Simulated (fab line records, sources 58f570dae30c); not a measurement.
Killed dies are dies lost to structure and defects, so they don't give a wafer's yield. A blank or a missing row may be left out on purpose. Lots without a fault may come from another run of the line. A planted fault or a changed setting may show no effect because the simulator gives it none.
A struck lot beside a sound one | flow berkeley_cmos170 | 14 steps out of a route of 331
Sound: wafers L371.1, L371.3, L371.5. Struck: wafers L370.2, L370.4, L370.5. The cause comes at the end.
At each step with rows: each side's tool, then ch and its chambers, then its first start. Under that, the readings that differ: sound wafers | struck wafers | difference of the means | sigmas: that difference in standard deviations of wafers without a fault.
alike: readings whose means differ by less than 2 such deviations, and words and numbers that are the same on both sides. not compared: withheld readings, readings that some wafer has no value for, bounds like >300 that may hide the same value, and numbers for which the record gives no deviation and whose values overlap.
The two part at a step that has a row with sigmas, a row that says differs or no value, or rows on one side only. Numbers that don't overlap but have no deviation are shown without sigmas and don't part them. A reading that every wafer of one side lacks parts them only if that side has two wafers or more.

UCB170_NWELL_OVL_MEAS_12:
  sound on overlay-01, day 6 15:34; struck on overlay-02, day 6 08:15
  alike: NWELL_OVL
UCB170_NWELL_ETCH_13: etches Si3N4 in CH3F/Ar/O2, stops on SiO2, target depth 246.4 nm, time 154 s.
  sound on rie_diel-01 ch 0,2, day 6 15:36; struck on rie_diel-04 ch 2,3, day 6 08:17
  alike: drypump_motor_current_A, oes_product_au, throttle_valve_pct
  not compared: rf_hours_counter_h
then, 1 step without rows for these wafers: UCB170_NWELL_IMPLANT_14.
UCB170_NWELL_STRIP_15: strips in O2.
  sound on plasma_asher-01 ch 0,1, day 6 15:51; struck on plasma_asher-02 ch 0,1, day 6 08:32
  alike: drypump_motor_current_A, oes_product_au, strip_time_to_endpoint_s
  not compared: rf_hours_counter_h
UCB170_NWELL_TW_MEAS_16:
  sound on film_metro-04, day 6 15:57; struck on film_metro-04, day 6 08:39
  alike: NWELL_TW
then, 6 steps without rows for these wafers: UCB170_NWELL_CLEAN_17 (cleans in SPM, time 600 s); UCB170_NWELL_WET_ETCH_18 (etches Si3N4 in H3PO4, time 14400 s); UCB170_NWELL_WET_ETCH_19 (etches SiO2 in BOE, time 22 s); UCB170_PWELL_CLEAN_00 (cleans in SPM, time 600 s); UCB170_PWELL_CLEAN_01 (cleans in dHF, time 60 s); UCB170_PWELL_OXIDATION_02 (target thk 26.4 nm, ox time 1260 s).
UCB170_PWELL_THK_MEAS_03:
  sound on film_metro-04, day 7 01:01; struck on film_metro-04, day 6 17:01
  alike: PWELL_OXIDE_THK
UCB170_PWELL_ANNEAL_04: time 900 s.
  sound on furnace-02 ch 0, day 7 02:16; struck on furnace-04, day 6 18:20
  no value came back on the struck wafers for spike_tc_centre_C (C), spike_tc_load_C (C); on the sound wafers spike_tc_centre_C (C) reads 1003.9 1002.4 1002.4
then, 1 step without rows for these wafers: UCB170_PWELL_CVD_05 (deposits Si3N4 from SiH2Cl2/NH3, target thk 220 nm, time 3300 s).

WHERE THEY PART
Only at UCB170_PWELL_ANNEAL_04, within this record.

WHY: what the simulator had put in
Skipped step whole: furnace-04, from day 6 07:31 on, at UCB170_PWELL_ANNEAL_04. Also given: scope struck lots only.
